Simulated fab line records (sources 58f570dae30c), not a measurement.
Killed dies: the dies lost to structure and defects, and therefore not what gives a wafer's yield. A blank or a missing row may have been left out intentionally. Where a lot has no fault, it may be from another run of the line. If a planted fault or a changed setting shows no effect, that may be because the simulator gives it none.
One fault through the eyes of 2 desks + flow berkeley cmos170 + numbers are kept per desk, each desk with only its own; the story behind them comes last

DESK OF THE TOOL OWNER: pvd sputter-02
The tool's own readings at UCB170_M1_SPUTTER_00 (material Al, target thk 600 nm, time 80 s): means of the sampled wafers that have a number, for each lot that ran on this tool. If a lot's mean is further than 4 standard deviations from the usual mean, the lot is out of limits and carries the mark OUT (the distance appears in the brackets).
Columns: A = throttle valve pct at UCB170_M1_SPUTTER_00, usual 30.1 %
| lot  | first seen here | A    |
|------|-----------------|------|
| L644 | day 8 17:47     | 31.0 |
| L646 | day 9 02:59     | 29.8 |
| L648 | day 9 18:43     | 29.7 |
| L650 | day 9 19:40     | 30.6 |
| L656 | day 11 02:48    | 30.1 |
| L658 | day 11 23:41    | 30.9 |
| L662 | day 12 05:07    | 29.3 |
This desk's finding: nothing out of limits on any of the 7 lots.

METROLOGY DESK
What the gauges read for every lot (on any tool): the sampled wafers with a number, averaged. If a lot's mean is further than 4 standard deviations from the usual mean, the lot is out of limits and carries the mark OUT (the distance appears in the brackets).
Columns: A = M1_AL_RS at UCB170_M1_RS_MEAS_01, usual 0.0481 ohm/sq; B = M1_AL_THK at UCB170_M1_THK_MEAS_02, usual 609 nm
| lot  | first seen here | A                | B             |
|------|-----------------|------------------|---------------|
| L645 | day 8 17:29     | 0.0483           | 605           |
| L644 | day 8 17:52     | 0.0479           | 615           |
| L646 | day 9 03:03     | 0.0480           | 612           |
| L647 | day 9 03:35     | 0.0480           | 612           |
| L648 | day 9 18:49     | 0.0485           | 601           |
| L652 | day 9 19:32     | 0.0480           | 609           |
| L650 | day 9 19:43     | 0.0480           | 610           |
| L653 | day 10 04:22    | 0.0486           | 603           |
| L656 | day 11 02:52    | 0.0488           | 602           |
| L658 | day 11 23:48    | 0.0655 (+28) OUT | 451 (-20) OUT |
| L663 | day 12 04:18    | 0.0474           | 616           |
| L662 | day 12 05:11    | 0.0661 (+29) OUT | 448 (-20) OUT |
| L666 | day 13 15:53    | 0.0472           | 621           |
| L667 | day 13 16:44    | 0.0481           | 610           |
This desk's result: L658, L662 out of limits, first on L658 (M1_AL_RS at UCB170_M1_RS_MEAS_01), day 11 23:48. Within limits: L645, L644, L646, L647, L648, L652, L650, L653, L656, L663, L666, L667.

ALL TOGETHER
An alarm was possible from the metrology desk at day 11 23:48, on L658, L662.
The tool owner's desk saw nothing out of limits.
The tool owner's desk has L658, L662 on record, within its limits.
The lots listed all ran UCB170_M1_SPUTTER_00 on pvd sputter-02.

WHAT HAD BEEN PUT IN BY THE SIMULATOR
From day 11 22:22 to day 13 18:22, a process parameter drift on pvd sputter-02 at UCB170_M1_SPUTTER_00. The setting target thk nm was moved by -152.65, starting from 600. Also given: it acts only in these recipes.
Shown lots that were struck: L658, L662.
Hours from the fault's start to each desk's first reading out of limits: the metrology desk, 1.
